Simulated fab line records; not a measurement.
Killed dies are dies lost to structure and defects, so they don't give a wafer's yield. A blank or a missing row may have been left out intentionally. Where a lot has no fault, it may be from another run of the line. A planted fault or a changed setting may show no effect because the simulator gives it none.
Problem report in the 8D (eight disciplines) form, filled by code -- flow berkeley cmos170 -- the parts of the form that need people (team, actions taken, sign-off) are left out

## 1. THE PROBLEM
Across 6 wafers from 2 lots, NVT_TW at UCB170_NVT_TW_MEAS_09 averages 540.2, while fault-free wafers read 523.1 with a standard deviation of 2.6. Measured from the usual mean, that is +6.6 standard deviations.
Earliest sighting: wafer L338.1 on film metro-01 at day 8 13:59. The record has a number at this step for 39 wafers belonging to 13 lots. Rule for "out" (also "out of limits"): further than 4 standard deviations from the usual mean. All remaining wafers that have a number are taken as sound.

## 2. WHAT IT IS, WHAT IT ISN'T
question,is,is not
which readings at this step,NVT_TW,-
which lots,"L338, L340","L334, L335, L336, L341, L348, L349, L350, L353, L355, L356, L357"
which wafers of those lots,all that have a number,-
read on which gauges,film metro-01,"film metro-02, film metro-03"
when,from day 8 13:59,"up to then (9 sound wafers); but 24 sound wafers of L341, L348, L349, L350, L353, L355, L356, L357 came after"

## 3. THE SUSPECTS, EACH WITH WHAT RULES IT OUT
Counting: a tool at a process step up to the reading stays a suspect if it ran every lot that is out and no sound lot after the first of them.
- the gauge at UCB170_NVT_TW_MEAS_09: ruled out. All the wafers that are out were read on film metro-01, but those of them that UCB170_NVT_IMPLANT_07 has rows for are out there too, on other tools.
- implanter-03 at UCB170_NVT_IMPLANT_07: ruled out as a lasting fault. Following L338 (day 8 13:44), the first lot on it that is out, the sound lots L356 were run on it.
Left after counting: nothing in the record.

## 4. THE CAUSE (what the simulator had put in)
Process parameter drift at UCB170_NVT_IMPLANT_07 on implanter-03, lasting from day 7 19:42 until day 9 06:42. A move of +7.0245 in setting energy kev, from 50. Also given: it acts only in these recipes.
It was ruled out by counting, in error; the rule expects a fault to strike all lots run on its tool from its start on, and this fault did not.

## 5. THE CHAIN OF EFFECTS, in route order
Each row: a reading where the mean over the struck wafers with a number is more than 3 standard deviations away from the usual. Scope: only readings with a usual standard deviation given in the record; hours: median across lots of the time from each lot's start at the first step in this table that gives one to its start at this step; sigmas: change in usual standard deviations.
hours,step,reading,usual,on struck wafers,change,sigmas
0,UCB170_NVT_IMPLANT_07,beam energy keV,50.002,57.026,+7.024,+99 or more
0,UCB170_NVT_TW_MEAS_09,NVT_TW,523.1,540.2,+17.1,+6.6
It contains these process steps:
- UCB170_NVT_IMPLANT_07

## 6. HOW IT WOULD HAVE BEEN CAUGHT EARLIER
In this record the first reading out of limits at a measuring or inspecting step was taken at day 8 13:59, 18 hours after the fault began at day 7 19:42.
At UCB170_NVT_IMPLANT_07, the tool's own readings (beam energy keV) were out on each struck wafer the step has a row for, so an alarm limit on them would have fired on the first such wafer.
